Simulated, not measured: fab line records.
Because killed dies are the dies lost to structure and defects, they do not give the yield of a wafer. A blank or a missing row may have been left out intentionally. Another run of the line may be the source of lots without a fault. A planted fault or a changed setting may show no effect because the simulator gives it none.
fab line records    flow rit_cmos
record: lots: 6  wafers: 18  last_day: 7
route steps=202 shown SILICIDE@167 CONTACT@168
lots untouched by any fault: they come from a run of this same line in which no faults occurred
start_h: hours from the record's opening day to when the first of the lot's shown wafers began    wait_h: hours since the lot's step before    " repeats the value in the row above    L1.1+2: several wafers, shown together as one row    - either no value or no given start    * or withheld: withheld    < > ~ a bound
route shown NAME@n: NAME is a module with steps in the file, n the number in the route of the first one    usual: average and standard deviation across the fault-free wafers    same: alike in all rows    chamber/n: place in a boat    sites: each site's reading    _std_site: their standard deviation    _edge_site: outer sites' mean less inner sites'    radius_mm: how far each site lies from the wafer's centre    mask NAME#n: copy n    behind: tool/chamber where the wafer was last shaped    hold: the reason the lot was held/the length of the hold in hours/how it ended    device: which transistor (n, p or np) failed to switch    end of line: the route-end tests of the same wafers    step lacking rows: just its recipe    killed: dies lost to structure and defects at the first sort, not the wafer's yield    map: a wafer's dies, x killed, . not, _ none there
set.NAME: the setting as run; set.NAME@STEP: as run at that earlier step    model.NAME: the simulator's own value behind a step, which no gauge read
lots at some steps of the route; a table a step, a row a wafer
services: the hour from which a tool's chamber was out of use, counted from the record's first day as start_h (under 0 if before that day), plus the number of hours and why
== steps ==
step: RIT_SILICIDE_RTA_06
recipe: temp_c: 750  time_s: 10  idle_temp_c: 25  ramp_up_s: 5  ramp_down_s: 10  cool_to_c: 25  ambient: N2
usual: wafer_temp_C_max: 752.5/0.6
lot.wafer  tool           chamber  start_h  wait_h  wafer_temp_C_max
L867.2     rtp_anneal-01  0        62.94    0.0     751.8
L867.4     "              0        "        "       752.6
L867.5     "              0        "        "       752.8
L869.1     rtp_anneal-01  0        75.35    0.0     752.8
L869.3     "              0        "        "       752.4
L869.4     "              0        "        "       752.8
L874.4     rtp_anneal-02  0        95.66    0.0     752.2
L874.5     "              0        "        "       752.3
L874.6     "              0        "        "       752.5
L884.1     rtp_anneal-02  0        148.90   0.0     752.2
L884.3     "              0        "        "       751.8
L884.4     "              0        "        "       751.7
L885.2     rtp_anneal-01  0        151.76   0.0     753.0
L885.4     "              0        "        "       752.8
L885.6     "              0        "        "       752.7
L887.1     rtp_anneal-01  0        161.14   0.0     751.6
L887.3     "              0        "        "       752.0
L887.4     "              0        "        "       752.4
step: RIT_CONTACT_CVD_00
recipe: material: SiO2  target_thk_nm: 400  precursor: TEOS  temp_c: 390  time_s: 61  rf_w: 400
usual: heater_power_w: 318/48  susceptor_temp_C: 390.02/0.22
lot.wafer  tool      chamber  start_h  wait_h  heater_power_w  susceptor_temp_C
L867.2     pecvd-01  1        62.99    0.0     411             390.12
L867.4     "         2        "        "       279             389.84
L867.5     "         1        "        "       309             389.70
L869.1     pecvd-03  2        75.42    0.1     383             390.23
L869.3     "         0        "        "       291             390.03
L869.4     "         0        "        "       312             390.26
L874.4     pecvd-04  0        95.72    0.0     314             390.01
L874.5     "         1        "        "       255             390.22
L874.6     "         2        "        "       331             389.57
L884.1     pecvd-01  0        148.97   0.1     324             390.28
L884.3     "         1        "        "       358             390.29
L884.4     "         0        "        "       233             390.16
L885.2     pecvd-04  1        151.87   0.1     275             390.06
L885.4     "         1        "        "       291             390.10
L885.6     "         0        "        "       336             390.25
L887.1     pecvd-01  0        161.21   0.1     304             389.90
L887.3     "         2        "        "       317             389.98
L887.4     "         2        "        "       329             389.73
step: RIT_CONTACT_THK_MEAS_01
recipe: reads: SiO2_of_CONTACT_CVD_00
usual: CONTACT_TEOS_THK: 401/5.2
lot.wafer  tool           chamber  start_h  wait_h  CONTACT_TEOS_THK[nm]
L867.2     film_metro-01  -        63.05    0.0     388
L867.4     "              -        "        "       402
L867.5     "              -        "        "       396
L869.1     film_metro-01  -        75.47    0.0     402
L869.3     "              -        "        "       397
L869.4     "              -        "        "       404
L874.4     film_metro-01  -        95.77    0.0     405
L874.5     "              -        "        "       407
L874.6     "              -        "        "       413
L884.1     film_metro-01  -        149.02   0.0     395
L884.3     "              -        "        "       389
L884.4     "              -        "        "       403
L885.2     film_metro-01  -        151.94   0.0     397
L885.4     "              -        "        "       405
L885.6     "              -        "        "       403
L887.1     film_metro-03  -        161.26   0.0     400
L887.3     "              -        "        "       403
L887.4     "              -        "        "       411
step: RIT_CONTACT_HMDS_02
recipe: prime_time_s: 60  prime_temp_c: 140
step: RIT_CONTACT_COAT_03
recipe: resist: NOVOLAK  spin_rpm: 3250  resist_thk_nm: 1000
step: RIT_CONTACT_SOFTBAKE_04
recipe: resist: NOVOLAK  temp_c: 90  time_s: 60
step: RIT_CONTACT_EXPOSE_05
recipe: mask_id: M11  na: 0.6  source_shape: conventional  sigma_outer: 0.5  target_cd_nm: 1000  dose_mj: 250
step: RIT_CONTACT_PEB_06
recipe: resist: NOVOLAK  temp_c: withheld  time_s: withheld
step: RIT_CONTACT_DEVELOP_07
recipe: resist: NOVOLAK  develop_time_s: 120  dev_temp_c: 22.12
step: RIT_CONTACT_CD_MEAS_08
recipe: target_cd_nm: 1000
usual: cd_nm: 1000.6/2.3
lot.wafer  tool       chamber  start_h  wait_h  cd_nm
L867.2     cd_sem-02  -        64.09    -       1003.9
L867.4     "          -        "        "       1002.5
L867.5     "          -        "        "       1004.8
L869.1     cd_sem-02  -        76.49    -       999.6
L869.3     "          -        "        "       999.5
L869.4     "          -        "        "       998.7
L874.4     cd_sem-02  -        96.83    -       1001.8
L874.5     "          -        "        "       1001.2
L874.6     "          -        "        "       1002.3
L884.1     cd_sem-02  -        150.11   -       999.4
L884.3     "          -        "        "       996.5
L884.4     "          -        "        "       997.3
L885.2     cd_sem-01  -        153.45   -       998.2
L885.4     "          -        "        "       998.3
L885.6     "          -        "        "       997.5
L887.1     cd_sem-01  -        162.40   -       998.4
L887.3     "          -        "        "       1000.0
L887.4     "          -        "        "       998.6
step: RIT_CONTACT_OVL_MEAS_09
usual: CONTACT_OVL: -0.3/1.4
lot.wafer  tool        chamber  start_h  wait_h  CONTACT_OVL[nm]
L867.2     overlay-01  -        64.20    0.1     -1.5
L867.4     "           -        "        "       -0.4
L867.5     "           -        "        "       -2.5
L869.1     overlay-01  -        76.61    0.1     -0.8
L869.3     "           -        "        "       1.9
L869.4     "           -        "        "       2.2
L874.4     overlay-01  -        96.91    0.1     -1.6
L874.5     "           -        "        "       0.1
L874.6     "           -        "        "       0.0
L884.1     overlay-01  -        150.23   0.1     -1.6
L884.3     "           -        "        "       -3.0
L884.4     "           -        "        "       -2.0
L885.2     overlay-02  -        153.55   0.1     -1.4
L885.4     "           -        "        "       -3.5
L885.6     "           -        "        "       -2.0
L887.1     overlay-01  -        162.52   0.1     -1.3
L887.3     "           -        "        "       0.7
L887.4     "           -        "        "       -1.8
step: RIT_CONTACT_HARDBAKE_10
recipe: resist: NOVOLAK  temp_c: 140  time_s: 60
step: RIT_CONTACT_ETCH_11
recipe: target_depth_a: 4800  over_etch_frac: 0.2  stop_on: TiSi2  chemistry: CHF3/CF4/Ar  target: SiO2  CHF3_flow_sccm: 50  cf4_flow_sccm: 10  Ar_flow_sccm: 100  O2_flow_sccm: 5  pressure_mtorr: 100  rf_w: 200  time_s: 320
usual: drypump_motor_current_A: 5.5/0.42  oes_product_au: 0.990/0.015  throttle_valve_pct: 8.86/0.12
lot.wafer  tool         chamber  start_h  wait_h  drypump_motor_current_A  oes_product_au  rf_hours_counter_h  throttle_valve_pct  model.NOVOLAK_of_CONTACT_COAT_03.thk_nm  model.etch.depth_nm  model.CONTACT.feature_depth_nm
L867.2     rie_diel-02  0        64.65    0.1     6.0                      0.989           11                  8.75                760                                      388.2                388.2
L867.4     "            3        "        "       5.4                      0.987           72                  8.86                763.8                                    402.7                402.7
L867.5     "            3        "        "       5.4                      0.993           -                   8.87                761.9                                    395.2                395.2
L869.1     rie_diel-01  1        76.86    0.1     5.5                      1.004           157                 8.79                770.2                                    402.2                402.2
L869.3     "            3        "        "       5.4                      0.971           78                  8.75                767.7                                    397.3                397.3
L869.4     "            0        "        "       5.0                      1.003           4                   8.74                772.6                                    404.4                404.4
L874.4     rie_diel-02  0        97.08    0.1     5.9                      1.003           11                  8.77                767.4                                    405.5                405.5
L874.5     "            0        "        "       6.0                      0.988           -                   8.76                766.1                                    406.4                406.4
L874.6     "            1        "        "       4.8                      0.977           -                   9.03                773.3                                    413.3                413.3
L884.1     rie_diel-02  1        150.42   0.1     4.8                      0.975           109                 9.03                791.2                                    387.4                387.4
L884.3     "            3        "        "       5.4                      1.001           74                  8.88                789.1                                    384.4                384.4
L884.4     "            0        "        "       6.0                      0.989           12                  8.77                788.2                                    384.5                384.5
L885.2     rie_diel-04  0        153.86   0.1     6.2                      1.001           14                  8.91                765                                      396.4                396.4
L885.4     "            2        "        "       5.8                      0.971           9                   9.12                769.7                                    404.8                404.8
L885.6     "            1        "        "       4.9                      1.004           -                   8.82                767.4                                    402.8                402.8
L887.1     rie_diel-02  0        162.71   0.1     6.0                      0.988           13                  8.77                789.9                                    385.8                385.8
L887.3     "            3        "        "       5.4                      0.984           74                  8.87                790                                      387.8                387.8
L887.4     "            1        "        "       4.8                      0.983           110                 9.03                790.4                                    392.8                392.8
step: RIT_CONTACT_STRIP_12
recipe: chemistry: O2  time_s: 180  resist: NOVOLAK  platen_temp_c: withheld  power_w: 500  pressure_mtorr: 4000  o2_flow_sccm: 4000
usual: drypump_motor_current_A: 5.8/0.31
lot.wafer  tool             chamber  start_h  wait_h  drypump_motor_current_A  rf_hours_counter_h
L867.2     plasma_asher-04  0        64.85    0.1     6.2                      24
L867.4     "                0        "        "       6.2                      -
L867.5     "                0        "        "       6.2                      -
L869.1     plasma_asher-04  1        77.05    0.1     5.5                      25
L869.3     "                1        "        "       5.5                      -
L869.4     "                0        "        "       6.2                      -
L874.4     plasma_asher-04  0        97.33    0.2     6.2                      -
L874.5     "                1        "        "       5.5                      -
L874.6     "                0        "        "       6.2                      -
L884.1     plasma_asher-04  1        150.61   0.1     5.5                      37
L884.3     "                0        "        "       6.2                      -
L884.4     "                1        "        "       5.5                      -
L885.2     plasma_asher-04  0        154.06   0.1     6.2                      37
L885.4     "                1        "        "       5.5                      -
L885.6     "                0        "        "       6.2                      -
L887.1     plasma_asher-04  1        162.90   0.1     5.5                      38
L887.3     "                1        "        "       5.5                      -
L887.4     "                0        "        "       6.2                      -
== services ==
tool           chamber  start_h  hours  kind
rie_diel-04    -        47.35    2.8    pm
rtp_anneal-02  -        68.27    5.3    pm
pecvd-03       0        82.84    3.7    repair
pecvd-04       0        83.10    7.0    repair
rie_diel-01    2        84.55    14.7   repair
pecvd-03       -        100.90   0.5    repair
pecvd-03       -        106.21   2.8    pm
rie_diel-04    2        109.09   2.8    repair
pecvd-03       2        111.69   14.6   repair
rie_diel-01    1        114.64   -      clean
rie_diel-01    1        114.64   22.7   scheduled_down
rie_diel-01    1        114.64   22.7   vent_cycle
rie_diel-01    0        157.50   9.7    repair
== key ==
first_sign none at tools or gauges
model_effect: step: RIT_CONTACT_ETCH_11  value: NOVOLAK_of_CONTACT_COAT_03.thk_nm  without: 768.6  struck: 789.8
met_at RIT_CONTACT_ETCH_11
struck_wafers L884.1,L884.3,L884.4,L887.1,L887.3,L887.4
later_rows_left_out L884.1,L884.3,L884.4,L887.1,L887.3,L887.4
sort_left_out L884.1,L884.3,L884.4,L887.1,L887.3,L887.4
tester_left_out L884,L887
onset_between 97.08 150.42
also_fits RIT_CONTACT_CVD_00:pecvd-01
fault: kind: process_parameter_drift  tool: rie_diel-02  chamber: -  onset_h: 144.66  steps: RIT_CONTACT_ETCH_11  channel: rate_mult  offset: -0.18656  shape: step  end_h: 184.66
tester_left_out: of these lots the tester's yield and bins aren't shown, on N5 and GAA mostly nor the transistor test; their killed dies are dies lost to structure and defects alone, not to doping, threshold or leakage, so they don't give the yield
sort_left_out: the simulated sort isn't trusted on such a fault, so these wafers' sort isn't shown, and their yield isn't known
later_rows_left_out: the simulator's readings of these wafers behind a module that went badly wrong aren't trusted and aren't shown, but for the sort
